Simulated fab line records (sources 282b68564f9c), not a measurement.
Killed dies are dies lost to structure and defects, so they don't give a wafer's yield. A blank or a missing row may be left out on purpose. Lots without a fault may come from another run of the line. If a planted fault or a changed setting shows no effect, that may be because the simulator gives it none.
Which of the tools did it? -- flow rit_cmos -- 15 lots (45 wafers sampled), 1 step of a 202-step route

## WHAT THE GAUGES READ, wafer by wafer
The record lacks any reading of a measuring or inspecting step that a usual standard deviation could be used to judge.

## TOOL THAT RAN EACH LOT (tool first, then ch and the chambers of the sampled wafers, then the start)
lot,RIT_PSD_PEB_04
L573,"litho_track-01 ch 0, day 3 02:43"
L577,"litho_track-01 ch 0, day 3 22:55"
L578,"litho_track-02 ch 0, day 4 02:40"
L580,"litho_track-01 ch 0, day 4 17:01"
L583,"litho_track-01, day 5 04:49"
L584,"litho_track-04, day 5 11:52"
L585,"litho_track-02, day 5 17:59"
L588,"litho_track-01 ch 0, day 6 07:08"
L589,"litho_track-01 ch 0, day 6 14:16"
L590,"litho_track-02 ch 0, day 6 19:08"
L591,"litho_track-01 ch 0, day 6 21:31"
L592,"litho_track-02 ch 0, day 7 00:29"
L594,"litho_track-02 ch 0, day 7 12:59"
L595,"litho_track-01 ch 0, day 7 17:27"
L596,"litho_track-01 ch 0, day 8 00:49"
- RIT_PSD_PEB_04

## WHAT THE TOOLS THEMSELVES READ (means of the sampled wafers that have a number; where no wafer has one, the mark that the record gives instead)
RIT_PSD_PEB_04. Usual: 44.9 Pa for exhaust_pa, sd 0.81.
lot,tool,exhaust_pa (Pa),flag
L573,litho_track-01,44.6,
L577,litho_track-01,45.6,
L578,litho_track-02,43.9,
L580,litho_track-01,45.0,
L583,litho_track-01,-,OFF
L584,litho_track-04,-,OFF
L585,litho_track-02,-,OFF
L588,litho_track-01,44.8,
L589,litho_track-01,44.9,
L590,litho_track-02,44.7,
L591,litho_track-01,44.8,
L592,litho_track-02,45.6,
L594,litho_track-02,45.0,
L595,litho_track-01,43.6,
L596,litho_track-01,45.6,

## THE ANSWER, worked out from the rows above alone
Rule: take the mean of a lot's wafers that have a number; if it is more than 3 standard deviations from the usual mean, the lot is off. A lot without any number at a reading at which 4 lots or more have one is off too. Where the step has rows for the other lots, those lots are counted as sound. The gauges are gone through in route order, then the tools' own readings, and for those a lot's mean is taken as printed above. The first step at which some lot is off is used, and at that step the reading that is off furthest; a lot without a number counts as furthest.
Off at RIT_PSD_PEB_04 (exhaust_pa): L583, L584, L585. Without a number there: L583, L584, L585.
If a tool, at that step or one of the process steps before it, ran each lot that is off and ran no sound lot following the first of them, it fits. Of those tried, none fits.

## WHAT THE SIMULATOR HAD INSERTED
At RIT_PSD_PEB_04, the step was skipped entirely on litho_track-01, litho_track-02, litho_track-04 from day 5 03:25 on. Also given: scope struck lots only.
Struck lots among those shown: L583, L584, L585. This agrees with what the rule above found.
